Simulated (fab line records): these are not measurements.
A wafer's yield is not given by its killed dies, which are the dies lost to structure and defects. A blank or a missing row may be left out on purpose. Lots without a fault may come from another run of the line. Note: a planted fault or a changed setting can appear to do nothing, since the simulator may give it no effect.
Which tool was responsible?	flow rit_cmos	15 lots, 45 wafers sampled, at 2 steps of a route of 202

WHAT EACH GAUGE READ, for each wafer
RIT_FOX1_THK_MEAS_01. Usual: for FOX1_OXIDE_THK the level is 353 nm and the standard deviation is 7.4.
lot	measured	on	FOX1_OXIDE_THK (nm)	flag
L483	day 1 17:33	film_metro-02	342 339 342	
L485	day 2 03:52	film_metro-03	361 367 366	
L486	day 2 08:11	film_metro-04	355 362 357	
L487	day 2 12:58	film_metro-04	366 361 363	
L488	day 2 20:50	film_metro-03	357 351 355	
L490	day 3 04:11	film_metro-04	352 352 355	
L491	day 3 10:09	film_metro-03	361 350 353	
L492	day 3 14:01	film_metro-02	360 361 355	
L493	day 3 18:49	film_metro-03	347 346 351	
L494	day 4 01:01	film_metro-03	345 345 348	
L496	day 4 11:50	film_metro-04	528 519 529 529 519 529	OFF
L499	day 5 02:46	film_metro-02	555 561 553 555 561 554	OFF
L501	day 5 13:08	film_metro-04	353 350 353	
L504	day 6 03:40	film_metro-04	516 515 520 515 515 520	OFF
L506	day 6 13:22	film_metro-04	349 348 343	

EACH LOT AND THE TOOL THAT RAN IT (in order: tool; ch and the chambers of the sampled wafers; start)
lot	RIT_FOX1_OXIDATION_00
L483	furnace-02 ch 0, day 1 16:14
L485	furnace-03 ch 0, day 2 02:32
L486	furnace-03 ch 0, day 2 06:52
L487	furnace-03 ch 0, day 2 11:39
L488	furnace-02 ch 0, day 2 19:31
L490	furnace-02 ch 0, day 3 02:53
L491	furnace-03 ch 0, day 3 08:50
L492	furnace-03 ch 0, day 3 12:41
L493	furnace-02 ch 0, day 3 17:31
L494	furnace-01 ch 0, day 3 23:41
L496	furnace-03 ch 0, day 4 09:03
L499	furnace-03 ch 0, day 4 23:57
L501	furnace-03 ch 0, day 5 11:48
L504	furnace-02 ch 0, day 6 00:51
L506	furnace-01 ch 0, day 6 12:03
- RIT_FOX1_OXIDATION_00: target thk 350.7 nm, ox time 1130 s.

WHAT THE TOOLS THEMSELVES READ (means of the sampled wafers that have a number; where no wafer has one, the mark that the record gives instead)
RIT_FOX1_OXIDATION_00. Usual: ox_temp_c_max 1106.1, standard deviation 1.4; tube_center_temp_C_max 1102.8, standard deviation 0.44; zone_power_load_pct 42 %, standard deviation 4.3; zone_power_source_pct 43.5 %, standard deviation 1.2.
lot	tool	ox_temp_c_max	tube_center_temp_C_max	zone_power_load_pct (%)	zone_power_source_pct (%)	flag
L483	furnace-02	1104.4	1102.8	42	44.6	
L485	furnace-03	1106.6	1102.6	45	43.8	
L486	furnace-03	1107.1	1102.4	45	43.5	
L487	furnace-03	1107.1	1102.7	45	43.7	
L488	furnace-02	1104.6	1102.7	42	44.4	
L490	furnace-02	1104.8	1102.4	42	44.2	
L491	furnace-03	1107.0	1103.0	45	43.6	
L492	furnace-03	1106.6	1102.9	45	43.3	
L493	furnace-02	1104.9	1102.7	42	44.5	
L494	furnace-01	1107.5	1102.9	33	40.9	
L496	furnace-03	1106.2	1102.8	45	43.6	
L499	furnace-03	1106.1	1102.8	45	43.4	
L501	furnace-03	1105.3	1103.1	45	43.7	
L504	furnace-02	1105.3	1102.7	42	44.7	
L506	furnace-01	1107.2	1102.6	33	41.0	

THE ANSWER, worked out from the rows above alone
Rule: take the mean of a lot's wafers that have a number; if it is more than 3 standard deviations from the usual mean, the lot is off. Also off: a lot with no number at a reading for which 4 or more lots have one. The other lots that the step has rows for count as sound. Order of review: gauges by route order, followed by the tools' own readings, for which a lot's mean as printed above is used. The first step at which some lot is off is used, and at that step the reading that is off furthest; a lot without a number counts as furthest.
Off: L496, L499, L504, at RIT_FOX1_THK_MEAS_01 (FOX1_OXIDE_THK).
A tool fits if, at a process step before that reading, it ran every lot that is off, and no sound lot after the first of them. The gauges at RIT_FOX1_THK_MEAS_01 are tried like those tools. Not one of the candidates tried fits.

WHAT WAS PUT IN BY THE SIMULATOR
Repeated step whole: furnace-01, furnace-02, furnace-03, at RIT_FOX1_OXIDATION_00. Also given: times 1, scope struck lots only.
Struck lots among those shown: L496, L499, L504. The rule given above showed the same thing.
